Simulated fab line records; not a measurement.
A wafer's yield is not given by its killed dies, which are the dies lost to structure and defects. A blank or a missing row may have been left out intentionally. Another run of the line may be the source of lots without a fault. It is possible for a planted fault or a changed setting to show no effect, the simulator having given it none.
A single fault, viewed from 2 desks | flow ritCmos | every desk sees just its own numbers, and what lay behind them comes last

## METROLOGY DESK
Means of the sampled wafers that have a number, per lot and without regard to the tool the lot ran on: this is what the gauges read. The brackets show how far a lot's mean lies from the usual mean; more than 4 standard deviations puts the lot out of limits, marked OUT.
Columns: A = M1_BOW at RIT_M1_BOW_MEAS_16, usual 17 um
lot  | first seen here | A
L689 | day 4 12:08     | 25
L693 | day 4 22:08     | 15
L692 | day 5 00:05     | 9
L696 | day 5 09:47     | 19
L697 | day 5 12:30     | 25
L698 | day 5 18:10     | 15
L699 | day 5 22:44     | 16
L700 | day 6 03:15     | 7
L701 | day 6 08:17     | 16
L702 | day 6 15:26     | 16
L703 | day 6 17:27     | 22
L704 | day 7 06:50     | 12
L708 | day 7 16:47     | 18
L709 | day 8 04:14     | 11
This desk's verdict: no lot among the 14 shows anything out of limits.

## AT THE TOOL OWNER'S DESK: rieSi-02
The tool's own readings at RIT_GATE_ETCH_19 (etches poly-Si in SF6/CHF3/O2, stops on SiO2, time 165 s, target depth 312.5 nm): means of the sampled wafers that have a number, for each lot that ran on this tool. The brackets show how far a lot's mean lies from the usual mean; more than 4 standard deviations puts the lot out of limits, marked OUT.
Columns: A = O2_flow_sccm at RIT_GATE_ETCH_19, usual 4.998 sccm; B = drypumpMotorCurrentA at RIT_GATE_ETCH_19, usual 5.8 A; C = oesProductAu at RIT_GATE_ETCH_19, usual 0.850 a.u.; D = throttleValvePct at RIT_GATE_ETCH_19, usual 10.27 %
lot  | first seen here | A     | B   | C     | D
L693 | day 4 00:17     | 5.002 | 5.4 | 0.847 | 10.16
L696 | day 4 12:15     | 5.002 | 5.1 | 0.863 | 10.11
L698 | day 4 20:48     | 5.001 | 5.1 | 0.861 | 10.25
L700 | day 5 07:20     | 5.004 | 5.8 | 0.843 | 10.35
L702 | day 5 17:52     | 4.997 | 5.5 | 0.849 | 10.28
L704 | day 5 23:10     | 4.993 | 5.9 | 0.848 | 10.46
L708 | day 6 18:20     | 4.988 | 6.1 | 0.837 | 10.25
This desk's verdict: no lot among the 7 shows anything out of limits.

## TAKEN TOGETHER
The metrology desk saw nothing out of limits.
The tool owner's desk saw nothing out of limits.

## WHAT HAD BEEN PUT IN BY THE SIMULATOR
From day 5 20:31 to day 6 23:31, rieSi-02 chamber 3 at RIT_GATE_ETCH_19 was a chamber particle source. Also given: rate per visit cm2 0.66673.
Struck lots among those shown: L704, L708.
